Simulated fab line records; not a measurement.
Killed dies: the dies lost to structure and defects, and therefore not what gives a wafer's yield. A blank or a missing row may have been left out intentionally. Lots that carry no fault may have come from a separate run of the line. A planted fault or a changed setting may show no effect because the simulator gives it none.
A single fault, viewed from 2 desks    flow berkeley cmos170    every desk sees just its own numbers, and what lay behind them comes last

== THE METROLOGY DESK ==
Means of the sampled wafers that have a number, per lot and without regard to the tool the lot ran on: this is what the gauges read. Marked OUT: a lot whose mean sits more than 4 standard deviations from the usual mean, which makes it out of limits; the brackets give that distance.
Columns: A = NWELL_OVL at UCB170_NWELL_OVL_MEAS_12, usual 1 nm; B = cd nm at UCB170_V2_CD_MEAS_90, usual 700.0 nm; C = M3_AL_RS at UCB170_M3_RS_MEAS_02, usual 0.0320 ohm/sq
lot   first seen here  A   B      C
L238  day 2 07:48      6   698.5  0.0320
L240  day 2 16:44      1   698.6  0.0321
L239  day 2 16:48      13  699.7  0.0318
L241  day 2 23:47      0   698.3  0.0319
L242  day 3 06:20      -8  701.3  0.0316
L243  day 3 09:15      -1  700.2  0.0319
L244  day 3 21:13      1   699.2  0.0315
L246  day 4 02:33      -2  699.2  0.0317
L247  day 4 11:51      -0  700.3  0.0319
L249  day 4 22:49      -3  698.4  0.0322
L251  day 5 06:45      -6  699.6  0.0317
L256  day 6 07:50      3   702.5  0.0319
L258  day 6 21:56      3   701.2  0.0322
L260  day 7 03:45      1   698.3  0.0324
This desk's verdict: no lot among the 14 shows anything out of limits.

== FOR THE TOOL OWNER'S DESK: rie diel-03 ==
The tool's own readings at UCB170_GATE_ETCH_14 (etches BARC in N2/H2): means of the sampled wafers that have a number, for each lot that ran on this tool. Marked OUT: a lot whose mean sits more than 4 standard deviations from the usual mean, which makes it out of limits; the brackets give that distance.
Columns: A = bias w at UCB170_GATE_ETCH_14, usual 100.0 W; B = drypump motor current A at UCB170_GATE_ETCH_14, usual 5.7 A; C = oes product au at UCB170_GATE_ETCH_14, usual 1.00 a.u.; D = rf fwd power W at UCB170_GATE_ETCH_14, usual 495.3 W; E = throttle valve pct at UCB170_GATE_ETCH_14, usual 13.23 %
lot   first seen here  A               B    C     D      E
L238  day 7 04:01      99.8            5.7  0.99  494.9  12.92
L239  day 7 12:46      100.3           5.6  1.01  494.0  13.02
L247  day 9 04:29      74.7 (-79) OUT  5.4  0.93  493.5  13.25
L251  day 9 21:13      74.3 (-80) OUT  5.3  0.94  495.6  13.24
This desk's verdict: out of limits on L247, L251, starting with L247 at day 9 04:29 (bias w at UCB170_GATE_ETCH_14). In limits: L238, L239.

== BROUGHT TOGETHER ==
The tool owner's desk had the chance to raise an alarm at day 9 04:29 on L247, L251.
Nothing out of limits was seen by the metrology desk.
The metrology desk has L247, L251 on record, within its limits.
Of the lots named, all ran UCB170_GATE_ETCH_14 on rie diel-03.

== WHAT THE SIMULATOR PUT IN ==
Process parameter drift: rie diel-03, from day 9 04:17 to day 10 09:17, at UCB170_GATE_ETCH_14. Setting bias w shifted by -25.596 from 100. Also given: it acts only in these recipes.
Shown lots that were struck: L247, L251.
Time in hours from fault onset to the first out-of-limits reading at each desk: the tool owner's desk, 0.
